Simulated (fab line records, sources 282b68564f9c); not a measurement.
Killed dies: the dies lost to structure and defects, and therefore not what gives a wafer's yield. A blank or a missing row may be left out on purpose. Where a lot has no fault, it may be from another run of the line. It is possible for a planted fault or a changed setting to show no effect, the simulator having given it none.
Tool commonality check :: flow rit cmos :: Sampled: 14 lots, 42 wafers

WHAT PROMPTED THE OPENING
Of 14 lots, 2 have the reading FOX2_OXIDE_THK flagged at RIT_FOX2_THK_MEAS_01. No-fault wafers: 349 nm, standard deviation 4.9.
Rule: a lot gets a flag if all its wafers with a number sit over 4 standard deviations from that mean, or if no wafer of it has a number. The rest of the lots are taken to be sound.

lot: L923
measured: day 1 19:23
on: film metro-03
FOX2_OXIDE_THK (nm), wafer by wafer: 351 346 350
flag: 

lot: L924
measured: day 1 23:28
on: film metro-01
FOX2_OXIDE_THK (nm), wafer by wafer: 349 342 343
flag: 

lot: L925
measured: day 2 04:20
on: film metro-02
FOX2_OXIDE_THK (nm), wafer by wafer: 356 346 351
flag: 

lot: L929
measured: day 3 01:56
on: film metro-03
FOX2_OXIDE_THK (nm), wafer by wafer: 345 347 348
flag: 

lot: L930
measured: day 3 05:26
on: film metro-03
FOX2_OXIDE_THK (nm), wafer by wafer: 346 348 344
flag: 

lot: L932
measured: day 3 17:07
on: film metro-03
FOX2_OXIDE_THK (nm), wafer by wafer: 269 270 272
flag: FLAGGED

lot: L933
measured: day 3 20:53
on: film metro-03
FOX2_OXIDE_THK (nm), wafer by wafer: 264 267 267
flag: FLAGGED

lot: L934
measured: day 4 02:46
on: film metro-01
FOX2_OXIDE_THK (nm), wafer by wafer: 346 349 344
flag: 

lot: L935
measured: day 4 07:37
on: film metro-01
FOX2_OXIDE_THK (nm), wafer by wafer: 354 353 346
flag: 

lot: L936
measured: day 4 15:25
on: film metro-02
FOX2_OXIDE_THK (nm), wafer by wafer: 353 349 345
flag: 

lot: L941
measured: day 5 12:41
on: film metro-03
FOX2_OXIDE_THK (nm), wafer by wafer: 340 342 340
flag: 

lot: L942
measured: day 5 17:20
on: film metro-03
FOX2_OXIDE_THK (nm), wafer by wafer: 349 354 347
flag: 

lot: L944
measured: day 6 03:29
on: film metro-02
FOX2_OXIDE_THK (nm), wafer by wafer: 371 364 359
flag: 

lot: L946
measured: day 6 13:38
on: film metro-01
FOX2_OXIDE_THK (nm), wafer by wafer: 347 348 346
flag: 
Average over the flagged lots: 268 nm; offset from the usual -81 nm, equal to -16 standard deviations.

TOOL THAT RAN EACH LOT
The record holds 1 process step before the reading, out of a route of 202 steps. Read each cell as the tool, then ch plus the chambers that the sampled wafers visited, then the start.
lot: L923
flag: 
RIT_FOX2_OXIDATION_00: furnace-02 ch 0, day 1 18:04

lot: L924
flag: 
RIT_FOX2_OXIDATION_00: furnace-04 ch 0, day 1 22:07

lot: L925
flag: 
RIT_FOX2_OXIDATION_00: furnace-02 ch 0, day 2 03:01

lot: L929
flag: 
RIT_FOX2_OXIDATION_00: furnace-02 ch 0, day 3 00:37

lot: L930
flag: 
RIT_FOX2_OXIDATION_00: furnace-04 ch 0, day 3 04:07

lot: L932
flag: FLAGGED
RIT_FOX2_OXIDATION_00: furnace-02 ch 0, day 3 15:47

lot: L933
flag: FLAGGED
RIT_FOX2_OXIDATION_00: furnace-02 ch 0, day 3 19:34

lot: L934
flag: 
RIT_FOX2_OXIDATION_00: furnace-04 ch 0, day 4 01:26

lot: L935
flag: 
RIT_FOX2_OXIDATION_00: furnace-04 ch 0, day 4 06:18

lot: L936
flag: 
RIT_FOX2_OXIDATION_00: furnace-01 ch 0, day 4 14:04

lot: L941
flag: 
RIT_FOX2_OXIDATION_00: furnace-04 ch 0, day 5 11:22

lot: L942
flag: 
RIT_FOX2_OXIDATION_00: furnace-04 ch 0, day 5 16:00

lot: L944
flag: 
RIT_FOX2_OXIDATION_00: furnace-04 ch 0, day 6 02:10

lot: L946
flag: 
RIT_FOX2_OXIDATION_00: furnace-01 ch 0, day 6 12:18
What these steps do:
- RIT_FOX2_OXIDATION_00: target thk 350.7 nm, ox time 1130 s.
- RIT_FOX2_THK_MEAS_01

FLAGGED OVER TOTAL, TOOL BY TOOL (the gauges that took the reading come last)
step: RIT_FOX2_OXIDATION_00
tool: furnace-01
lots run: 2
flagged: 0
share of the flagged lots: none
sound lots run after its first flagged lot: -

step: RIT_FOX2_OXIDATION_00
tool: furnace-02
lots run: 5
flagged: 2
share of the flagged lots: all
sound lots run after its first flagged lot: 0

step: RIT_FOX2_OXIDATION_00
tool: furnace-04
lots run: 7
flagged: 0
share of the flagged lots: none
sound lots run after its first flagged lot: -

step: RIT_FOX2_THK_MEAS_01
tool: film metro-01
lots run: 4
flagged: 0
share of the flagged lots: none
sound lots run after its first flagged lot: -

step: RIT_FOX2_THK_MEAS_01
tool: film metro-02
lots run: 3
flagged: 0
share of the flagged lots: none
sound lots run after its first flagged lot: -

step: RIT_FOX2_THK_MEAS_01
tool: film metro-03
lots run: 7
flagged: 2
share of the flagged lots: all
sound lots run after its first flagged lot: 2 (L941,L942)

WHAT THE TABLE ALLOWS
2 rows of the table ran every flagged lot: furnace-02 at RIT_FOX2_OXIDATION_00, film metro-03 at RIT_FOX2_THK_MEAS_01.
- furnace-02 at RIT_FOX2_OXIDATION_00 ran 5 lots, 2 of them flagged. Last sound lot L929 at day 3 00:37, first flagged lot L932 at day 3 15:47; a fault beginning in between fits.
- film metro-03 at RIT_FOX2_THK_MEAS_01 ran 7 lots, 2 of them flagged. Sound lots followed the first flagged one (L941, L942) on it, something a lasting fault affecting the whole tool could not allow.
Just one tool remains: furnace-02 at RIT_FOX2_OXIDATION_00.

WHAT THE SIMULATOR HAD INSERTED
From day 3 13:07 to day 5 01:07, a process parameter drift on furnace-02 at RIT_FOX2_OXIDATION_00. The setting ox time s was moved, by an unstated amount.
Lots struck among those shown: L932, L933. The rule given above showed the same thing.
